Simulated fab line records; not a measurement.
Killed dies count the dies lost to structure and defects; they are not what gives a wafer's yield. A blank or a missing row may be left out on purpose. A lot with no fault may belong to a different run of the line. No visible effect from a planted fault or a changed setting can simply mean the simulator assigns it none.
Which tool was responsible? || flow berkeley-cmos170 || Sampling: 13 lots, 39 wafers, 2 of 331 route steps

== WHAT THE GAUGES SHOWED, per wafer ==
UCB170_NSD_TW_MEAS_10. Usual: NSD_TW gives 4183 (standard deviation 31).
{"lot": "L367", "measured": "day 6 21:10", "on": "film-metro-01", "NSD_TW": "4199 4228 4192", "flag": ""}
{"lot": "L366", "measured": "day 6 21:32", "on": "film-metro-03", "NSD_TW": "4206 4185 4181", "flag": ""}
{"lot": "L369", "measured": "day 7 06:41", "on": "film-metro-01", "NSD_TW": "4202 4190 4179", "flag": ""}
{"lot": "L368", "measured": "day 7 07:19", "on": "film-metro-03", "NSD_TW": "4127 4158 4124", "flag": ""}
{"lot": "L370", "measured": "day 7 19:47", "on": "film-metro-01", "NSD_TW": "4210 4226 4216", "flag": ""}
{"lot": "L378", "measured": "day 9 13:01", "on": "film-metro-03", "NSD_TW": "4148 4189 4173", "flag": ""}
{"lot": "L381", "measured": "day 10 05:08", "on": "film-metro-02", "NSD_TW": "4148 4161 4142", "flag": ""}
{"lot": "L383", "measured": "day 10 09:23", "on": "film-metro-02", "NSD_TW": "4167 4152 4156", "flag": ""}
{"lot": "L384", "measured": "day 10 21:30", "on": "film-metro-02", "NSD_TW": "4147 4148 4115", "flag": ""}
{"lot": "L385", "measured": "day 11 07:02", "on": "film-metro-01", "NSD_TW": "4206 4219 4200", "flag": ""}
{"lot": "L388", "measured": "day 11 11:55", "on": "film-metro-01", "NSD_TW": "4202 4240 4215", "flag": ""}
{"lot": "L387", "measured": "day 11 17:19", "on": "film-metro-02", "NSD_TW": "4128 4150 4169", "flag": ""}
{"lot": "L389", "measured": "day 12 02:11", "on": "film-metro-01", "NSD_TW": "4206 4229 4194", "flag": ""}

UCB170_M1_OVL_MEAS_10. Usual: M1_OVL gives -1 nm (standard deviation 6.3).
{"lot": "L367", "measured": "day 7 07:08", "on": "overlay-02", "M1_OVL (nm)": "8 13 6", "flag": ""}
{"lot": "L366", "measured": "day 7 07:23", "on": "overlay-01", "M1_OVL (nm)": "10 0 0", "flag": ""}
{"lot": "L369", "measured": "day 7 15:41", "on": "overlay-01", "M1_OVL (nm)": "8 6 7", "flag": ""}
{"lot": "L368", "measured": "day 7 16:15", "on": "overlay-02", "M1_OVL (nm)": "-8 -4 -9", "flag": ""}
{"lot": "L370", "measured": "day 8 09:43", "on": "overlay-02", "M1_OVL (nm)": "4 -2 4", "flag": ""}
{"lot": "L378", "measured": "day 9 20:47", "on": "overlay-02", "M1_OVL (nm)": "5 -5 -1", "flag": ""}
{"lot": "L381", "measured": "day 10 15:17", "on": "overlay-02", "M1_OVL (nm)": "-5 3 -5", "flag": ""}
{"lot": "L383", "measured": "day 10 21:12", "on": "overlay-01", "M1_OVL (nm)": "-6 -5 -3", "flag": ""}
{"lot": "L384", "measured": "day 11 07:28", "on": "overlay-02", "M1_OVL (nm)": "-10 3 -5", "flag": ""}
{"lot": "L385", "measured": "day 11 15:41", "on": "overlay-02", "M1_OVL (nm)": "-1 7 -3", "flag": ""}
{"lot": "L388", "measured": "day 11 20:16", "on": "overlay-02", "M1_OVL (nm)": "5 -2 -11", "flag": ""}
{"lot": "L387", "measured": "day 12 03:06", "on": "overlay-01", "M1_OVL (nm)": "-1 -17 -12", "flag": ""}
{"lot": "L389", "measured": "day 12 12:13", "on": "overlay-02", "M1_OVL (nm)": "-4 -6 -10", "flag": ""}

== TOOL THAT RAN EACH LOT (tool first, then ch and the chambers of the sampled wafers, then the start) ==
The record shows no process step preceding these readings.

== WHAT THE TOOLS THEMSELVES READ (means of the sampled wafers that have a number; where no wafer has one, the mark that the record gives instead) ==
The record holds no such reading with a usual standard deviation.

== THE ANSWER, worked out from the rows above alone ==
Rule: lot off if the mean of its wafers having a number is beyond 3 standard deviations from the usual mean. Also off: a lot with no number at a reading for which 4 or more lots have one. The other lots that the step has rows for count as sound. Order of review: gauges by route order, followed by the tools' own readings, for which a lot's mean as printed above is used. The first step at which some lot is off is used, and at that step the reading that is off furthest; a lot without a number counts as furthest.
Nothing can be told from this: no lot is off at any reading shown.

== WHAT THE SIMULATOR HAD INSERTED ==
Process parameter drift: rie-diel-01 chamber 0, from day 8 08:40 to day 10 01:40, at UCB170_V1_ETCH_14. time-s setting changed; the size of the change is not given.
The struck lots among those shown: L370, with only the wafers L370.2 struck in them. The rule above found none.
